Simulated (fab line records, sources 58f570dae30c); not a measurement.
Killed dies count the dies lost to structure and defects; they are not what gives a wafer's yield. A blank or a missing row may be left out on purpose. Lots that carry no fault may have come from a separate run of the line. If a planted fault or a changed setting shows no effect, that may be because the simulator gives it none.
Comparing a struck lot with a sound one -- flow berkeley-cmos170 -- 14 out of 331 route steps
Sound: these wafers, L318.1, L318.3, L318.4. The struck wafers were L320.1, L320.2, L320.5. At the end, the cause is stated.
At each step with rows: each side's tool, then ch and its chambers, then its first start. Under that, the readings that differ: sound wafers -- struck wafers -- difference of the means -- sigmas: that difference in standard deviations of wafers without a fault.
alike: same words and numbers on both sides, and readings whose means sit less than 2 such deviations apart. not compared: any withheld reading, any reading some wafer has no value for, any bound like >300 that may hide the same value, and any number with overlapping values for which the record gives no deviation.
A row with sigmas, a row that says differs or no value, or rows on one side alone: a step with any of these is where the two part. Non-overlapping numbers with no deviation appear without sigmas and do not part them. Lack of a reading on every wafer of one side parts them only where that side has two or more wafers.

UCB170_M2_STRIP_19: strips in O2.
  sound on plasma-asher-04 ch 0,1, day 8 04:34; struck on plasma-asher-01 ch 0,1, day 9 07:14
  alike: drypump-motor-current-A, oes-product-au
  not compared: rf-hours-counter-h
UCB170_M2_CD_MEAS_90 targets a cd of 700 nm.
  sound: cd-sem-01 at day 8 04:40; struck: cd-sem-01 at day 9 07:20
reading,sound,struck,difference,sigmas
cd-nm (nm),690 687 693,704 694 704,+11,+2
UCB170_V2_CVD_00: deposits SiO2 from TEOS/O2, target thk 2000 nm, time 250 s.
  sound on pecvd-03 ch 1,2, day 8 04:47; struck on pecvd-01 ch 0,1, day 9 07:28
  alike: heater-power-w
UCB170_V2_THK_MEAS_01:
  sound: film-metro-03 at day 8 04:56; struck: film-metro-04 at day 9 07:37
  alike: V2_TEOS_THK
UCB170_V2_CMP_02: polishes SiO2.
  sound on cmp-01 ch 0,1,2, day 8 05:03; struck on cmp-02 ch 1,2,3, day 9 07:47
  alike: head-pressure-psi, motor-current-A, platen-rpm
UCB170_V2_BOW_MEAS_03:
  sound: film-metro-03 at day 8 05:21; struck: film-metro-04 at day 9 07:59
  alike: V2_BOW
UCB170_V2_THK_MEAS_04:
  sound: film-metro-03 at day 8 05:28; struck: film-metro-04 at day 9 08:06
  alike: V2_POLISHED_THK
then, 5 steps without rows for these wafers: UCB170_V2_CLEAN_05 (cleans in DIW); UCB170_V2_HMDS_06 (prime time 60 s); UCB170_V2_COAT_07 (resist thk 900 nm); UCB170_V2_SOFTBAKE_08 (time 60 s); UCB170_V2_EXPOSE_09 (exposes mask VIA2, target cd 700 nm).
UCB170_V2_PEB_10:
  struck on litho-track-03, day 9 09:01; sound on litho-track-04 ch 0, day 8 06:44
  no value came back on the struck wafers for chill-plate-temp-C (C), exhaust-pa (Pa); on the sound wafers chill-plate-temp-C (C) reads 22.95 23.03 23.05
then, 1 step without rows for these wafers: UCB170_V2_DEVELOP_11 (develop time 45 s).

## WHERE THEY PART
At UCB170_M2_CD_MEAS_90 first; at UCB170_V2_PEB_10 last (within this record only).

WHY: whatever the simulator had introduced
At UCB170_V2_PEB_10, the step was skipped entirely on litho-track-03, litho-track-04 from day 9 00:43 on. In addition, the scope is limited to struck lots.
